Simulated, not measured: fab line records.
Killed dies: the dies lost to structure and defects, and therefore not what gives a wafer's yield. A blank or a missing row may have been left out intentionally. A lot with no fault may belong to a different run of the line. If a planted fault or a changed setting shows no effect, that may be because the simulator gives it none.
fab line records | flow rit-cmos | part 2 of 2: steps 29 to 38 of 38
[record] lots = 5 | wafers = 15 | last-day = 7
route steps=202 shown ACTIVE@8 FOX1@20 FOX2@23 NWELL@28 PWELL@39
lots with no fault: from the same line, run without faults
start-h: hours from the record's first day to the start of the lot's first wafer shown | wait-h: hours since the lot's step before | " same as the row above | L1.1+2: several wafers, shown together as one row | - value missing, or start not given | * or withheld: withheld | < > ~ a bound
route shown NAME@n: a module of which the file shows steps, and the number in the route of the first | usual: mean/standard deviation of fault-free wafers | same: alike in all rows | chamber/n: place in a boat | sites: per-site readings | _std_site: how widely they spread, as a standard deviation | _edge_site: inner sites' mean taken away from outer sites' mean | radius-mm: how far each site lies from the wafer's centre | mask NAME#n: copy n | behind: the last tool/chamber to shape the wafer | hold: why the lot was held/for how many hours/how that ended | device: which transistor (n, p or np) failed to switch | end of line: the tests these same wafers got at the end of their route | a step without rows: its recipe alone | killed: count of dies lost to structure and defects at first sort (not the wafer's yield) | map: a wafer's dies, x killed, . not, _ none there
set.NAME: the setting the step ran with; set.NAME@STEP: the setting that earlier step ran with | model.NAME: the simulator's own value behind a step, which no gauge read
lots at some steps of the route; a table a step, a row a wafer
services: when a tool's chamber went out of use (start-h, in hours from the record's first day, below 0 if earlier), for how many hours, and the reason
[[steps]]
[step RIT_NWELL_IMPLANT_08]
[recipe] species = P | energy-kev = 170 | dose-cm2 = 5e+13 | tilt-deg = 7
[usual] end-station-pressure-torr = 5.14e-06/2.7e-07
lot.wafer | tool         | chamber | start-h | wait-h | end-station-pressure-torr
L078.2    | implanter-04 | 0       | 43.13   | 0.2    | 5.13e-06
L078.3    | "            | 0       | "       | "      | 5.34e-06
L078.6    | "            | 0       | "       | "      | 4.88e-06
L088.2    | implanter-04 | 0       | 93.76   | 0.2    | 5.34e-06
L088.4    | "            | 0       | "       | "      | 5.01e-06
L088.5    | "            | 0       | "       | "      | 4.62e-06
L094.1    | implanter-01 | 0       | 122.43  | 0.2    | 5.16e-06
L094.2    | "            | 0       | "       | "      | 4.8e-06
L094.4    | "            | 0       | "       | "      | 5.02e-06
L096.1    | implanter-04 | 0       | 134.13  | 0.2    | 5.12e-06
L096.2    | "            | 0       | "       | "      | 4.71e-06
L096.3    | "            | 0       | "       | "      | 4.91e-06
L097.2    | implanter-01 | 0       | 138.87  | 0.2    | 5.32e-06
L097.3    | "            | 0       | "       | "      | 4.57e-06
L097.4    | "            | 0       | "       | "      | 4.96e-06
[step RIT_NWELL_STRIP_09]
[recipe] chemistry = O2 | time-s = 180 | resist = NOVOLAK | platen-temp-c = withheld | power-w = 500 | pressure-mtorr = 4000 | o2-flow-sccm = 4000
[usual] drypump-motor-current-A = 6.09/0.25 | o2-flow-sccm = 4000/12
lot.wafer | tool            | chamber | start-h | wait-h | drypump-motor-current-A | o2-flow-sccm | rf-hours-counter-h
L078.2    | plasma-asher-04 | 0       | 43.41   | 0.3    | 6.03                    | 4007         | 41
L078.3    | "               | 1       | "       | "      | 5.99                    | 4008         | -
L078.6    | "               | 1       | "       | "      | 6.01                    | 3997         | -
L088.2    | plasma-asher-04 | 1       | 93.89   | 0.1    | 5.98                    | 3996         | 48
L088.4    | "               | 1       | "       | "      | 5.96                    | 3996         | -
L088.5    | "               | 0       | "       | "      | 6.03                    | 4001         | -
L094.1    | plasma-asher-01 | 1       | 122.58  | 0.1    | 5.73                    | 3993         | 42
L094.2    | "               | 0       | "       | "      | 5.92                    | 4003         | 42
L094.4    | "               | 1       | "       | "      | 5.73                    | 3989         | -
L096.1    | plasma-asher-02 | 0       | 134.28  | 0.1    | 6.43                    | 3997         | 50
L096.2    | "               | 1       | "       | "      | 6.41                    | 4008         | 50
L096.3    | "               | 0       | "       | "      | 6.44                    | 3988         | -
L097.2    | plasma-asher-04 | 0       | 138.99  | 0.1    | 6.02                    | 4021         | 3
L097.3    | "               | 0       | "       | "      | 6.03                    | 4019         | -
L097.4    | "               | 1       | "       | "      | 6.01                    | 4000         | -
[step RIT_NWELL_TW_MEAS_10]
[usual] NWELL_TW = 2148/15
lot.wafer | tool          | chamber | start-h | wait-h | NWELL_TW
L078.2    | film-metro-04 | -       | 43.60   | 0.1    | 2125
L078.3    | "             | -       | "       | "      | 2130
L078.6    | "             | -       | "       | "      | 2114
L088.2    | film-metro-02 | -       | 94.07   | 0.1    | 2141
L088.4    | "             | -       | "       | "      | 2142
L088.5    | "             | -       | "       | "      | 2146
L094.1    | film-metro-01 | -       | 122.75  | 0.1    | 2161
L094.2    | "             | -       | "       | "      | 2149
L094.4    | "             | -       | "       | "      | 2149
L096.1    | film-metro-01 | -       | 134.46  | 0.1    | 2166
L096.2    | "             | -       | "       | "      | 2177
L096.3    | "             | -       | "       | "      | 2178
L097.2    | film-metro-01 | -       | 139.18  | 0.1    | 2161
L097.3    | "             | -       | "       | "      | 2158
L097.4    | "             | -       | "       | "      | 2139
[step RIT_PWELL_HMDS_00]
[recipe] prime-time-s = 60 | prime-temp-c = 140
[usual] exhaust-pa = 45.3/0.78
lot.wafer | tool           | chamber | start-h | wait-h | exhaust-pa
L078.2    | litho-track-04 | 0       | 43.67   | 0.1    | 46.6
L078.3    | "              | 0       | "       | "      | 44.7
L078.6    | "              | 0       | "       | "      | 45.4
L088.2    | litho-track-01 | 0       | 94.15   | 0.1    | 44.8
L088.4    | "              | 0       | "       | "      | 44.6
L088.5    | "              | 0       | "       | "      | 45.6
L094.1    | litho-track-01 | 0       | 122.81  | 0.1    | 45.1
L094.2    | "              | 0       | "       | "      | 45.2
L094.4    | "              | 0       | "       | "      | 47.3
L096.1    | litho-track-01 | 0       | 134.61  | 0.1    | 45.2
L096.2    | "              | 0       | "       | "      | 45.1
L096.3    | "              | 0       | "       | "      | 45.3
L097.2    | litho-track-03 | 0       | 139.25  | 0.1    | 46.2
L097.3    | "              | 0       | "       | "      | 44.7
L097.4    | "              | 0       | "       | "      | 45.2
[step RIT_PWELL_COAT_01]
[recipe] resist = NOVOLAK | spin-rpm = 2000 | resist-thk-nm = 1300
[usual] exhaust-pa = 45.0/0.9
lot.wafer | tool           | chamber | start-h | wait-h | exhaust-pa
L078.2    | litho-track-04 | 0       | 43.82   | 0.1    | 44.6
L078.3    | "              | 0       | "       | "      | 44.7
L078.6    | "              | 0       | "       | "      | 45.0
L088.2    | litho-track-01 | 0       | 94.30   | 0.1    | 46.3
L088.4    | "              | 0       | "       | "      | 47.4
L088.5    | "              | 0       | "       | "      | 46.4
L094.1    | litho-track-01 | 0       | 122.96  | 0.1    | 44.7
L094.2    | "              | 0       | "       | "      | 44.2
L094.4    | "              | 0       | "       | "      | 44.6
L096.1    | litho-track-01 | 0       | 134.76  | 0.1    | 44.4
L096.2    | "              | 0       | "       | "      | 44.8
L096.3    | "              | 0       | "       | "      | 44.4
L097.2    | litho-track-03 | 0       | 139.40  | 0.1    | 43.7
L097.3    | "              | 0       | "       | "      | 45.0
L097.4    | "              | 0       | "       | "      | 45.0
[step RIT_PWELL_SOFTBAKE_02]
[recipe] resist = NOVOLAK | temp-c = 90 | time-s = 58.85
[usual] exhaust-pa = 44.9/0.95 | heater-power-total-W = 34.75/0.054
lot.wafer | tool           | chamber | start-h | wait-h | exhaust-pa | heater-power-total-W
L078.2    | litho-track-04 | 0       | 43.97   | 0.1    | 43.9       | 34.80
L078.3    | "              | 0       | "       | "      | 44.4       | 34.80
L078.6    | "              | 0       | "       | "      | 43.9       | 34.75
L088.2    | litho-track-01 | 0       | 94.45   | 0.1    | 45.7       | 34.85
L088.4    | "              | 0       | "       | "      | 44.3       | 34.70
L088.5    | "              | 0       | "       | "      | 44.5       | 34.77
L094.1    | litho-track-01 | 0       | 123.11  | 0.1    | 45.8       | 34.75
L094.2    | "              | 0       | "       | "      | 45.5       | 34.71
L094.4    | "              | 0       | "       | "      | 45.5       | 34.83
L096.1    | litho-track-01 | 0       | 134.91  | 0.1    | 46.8       | 34.78
L096.2    | "              | 0       | "       | "      | 47.3       | 34.83
L096.3    | "              | 0       | "       | "      | 44.3       | 34.75
L097.2    | litho-track-03 | 0       | 139.55  | 0.1    | 44.4       | 34.79
L097.3    | "              | 0       | "       | "      | 42.9       | 34.77
L097.4    | "              | 0       | "       | "      | 43.9       | 34.72
[step RIT_PWELL_EXPOSE_03]
[recipe] mask-id = M3 | na = 0.57 | target-cd-nm = 43700 | dose-mj = 250
lot.wafer  | tool             | chamber | start-h | wait-h | mask
L078.2+3+6 | iline-stepper-01 | 0       | 44.24   | 0.2    | M3#0
L088.2+4+5 | iline-stepper-01 | 0       | 94.59   | 0.1    | M3#0
L094.1+2+4 | iline-stepper-01 | 0       | 123.26  | 0.1    | M3#0
L096.1+2+3 | iline-stepper-01 | 0       | 135.06  | 0.1    | M3#0
L097.2+3+4 | iline-stepper-01 | 0       | 139.70  | 0.1    | M3#0
[step RIT_PWELL_PEB_04]
[recipe] resist = NOVOLAK | temp-c = withheld | time-s = withheld
[usual] exhaust-pa = 45.0/0.91
lot.wafer | tool           | chamber | start-h | wait-h | exhaust-pa
L078.2    | litho-track-04 | 0       | 44.36   | 0.1    | 46.6
L078.3    | "              | 0       | "       | "      | 46.1
L078.6    | "              | 0       | "       | "      | 46.7
L088.2    | litho-track-01 | 0       | 94.71   | 0.1    | 45.0
L088.4    | "              | 0       | "       | "      | 46.1
L088.5    | "              | 0       | "       | "      | 45.6
L094.1    | litho-track-04 | 0       | 123.38  | 0.1    | 43.5
L094.2    | "              | 0       | "       | "      | 44.0
L094.4    | "              | 0       | "       | "      | 44.5
L096.1    | litho-track-01 | 0       | 135.17  | 0.1    | 45.0
L096.2    | "              | 0       | "       | "      | 44.3
L096.3    | "              | 0       | "       | "      | 44.7
L097.2    | litho-track-04 | 0       | 139.86  | 0.1    | 45.1
L097.3    | "              | 0       | "       | "      | 43.7
L097.4    | "              | 0       | "       | "      | 45.2
[step RIT_PWELL_DEVELOP_05]
[recipe] resist = NOVOLAK | develop-time-s = 68 | dev-temp-c = 23
[usual] exhaust-pa = 45.0/0.78
lot.wafer | tool           | chamber | start-h | wait-h | exhaust-pa
L078.2    | litho-track-04 | 0       | -       | -      | 45.1
L078.3    | "              | 0       | "       | "      | 44.5
L078.6    | "              | 0       | "       | "      | 44.7
L088.2    | litho-track-01 | 0       | -       | -      | 43.6
L088.4    | "              | 0       | "       | "      | 44.4
L088.5    | "              | 0       | "       | "      | 45.7
L094.1    | litho-track-04 | 0       | -       | -      | 44.9
L094.2    | "              | 0       | "       | "      | 45.7
L094.4    | "              | 0       | "       | "      | 45.7
L096.1    | litho-track-01 | 0       | -       | -      | 44.8
L096.2    | "              | 0       | "       | "      | 43.7
L096.3    | "              | 0       | "       | "      | 45.1
L097.2    | litho-track-04 | 0       | -       | -      | 44.4
L097.3    | "              | 0       | "       | "      | 44.4
L097.4    | "              | 0       | "       | "      | 45.1
[step RIT_PWELL_OVL_MEAS_06]
[usual] PWELL_OVL = -1.3/1.2
lot.wafer | tool       | chamber | start-h | wait-h | PWELL_OVL[nm]
L078.2    | overlay-01 | -       | 44.66   | -      | -1.5
L078.3    | "          | -       | "       | "      | -1.2
L078.6    | "          | -       | "       | "      | -1.2
L088.2    | overlay-01 | -       | 95.01   | -      | -1.0
L088.4    | "          | -       | "       | "      | -0.4
L088.5    | "          | -       | "       | "      | -1.3
L094.1    | overlay-02 | -       | 123.69  | -      | -0.2
L094.2    | "          | -       | "       | "      | 0.5
L094.4    | "          | -       | "       | "      | -1.8
L096.1    | overlay-01 | -       | 135.49  | -      | -0.6
L096.2    | "          | -       | "       | "      | -0.9
L096.3    | "          | -       | "       | "      | -2.1
L097.2    | overlay-01 | -       | 140.16  | -      | -1.7
L097.3    | "          | -       | "       | "      | 1.4
L097.4    | "          | -       | "       | "      | 0.3
[[services]]
tool             | chamber | start-h | hours | kind
furnace-01       | -       | 29.33   | 3.1   | pm
plasma-asher-02  | -       | 39.84   | 14.4  | repair
plasma-asher-02  | -       | 47.53   | 0.5   | repair
iline-stepper-01 | -       | 47.78   | 4.4   | pm
rie-diel-03      | 3       | 52.52   | 4.3   | repair
plasma-asher-03  | -       | 52.89   | 14.6  | pm
furnace-04       | -       | 56.09   | 3.5   | pm
implanter-04     | -       | 64.07   | 4.5   | pm
iline-stepper-02 | -       | 71.35   | 1.7   | pm
rie-diel-02      | 0       | 81.92   | 9.5   | repair
rie-diel-01      | 1       | 86.22   | 10.6  | repair
furnace-04       | -       | 91.76   | 11.7  | pm
litho-track-02   | -       | 93.02   | -     | consumable-replace:filter
iline-stepper-01 | -       | 96.26   | 3.8   | repair
implanter-01     | -       | 99.56   | 3.5   | repair
implanter-04     | -       | 103.79  | 3.2   | pm
plasma-asher-04  | -       | 108.75  | 9.0   | pm
iline-stepper-02 | -       | 112.83  | 4.4   | pm
implanter-04     | -       | 113.03  | 1.0   | repair
implanter-01     | -       | 120.18  | 1.3   | repair
plasma-asher-02  | -       | 121.22  | 0.5   | repair
wet-bench-01     | -       | 126.36  | 3.5   | repair
rie-diel-01      | 2       | 127.12  | 22.4  | repair
plasma-asher-01  | -       | 134.42  | 1.8   | repair
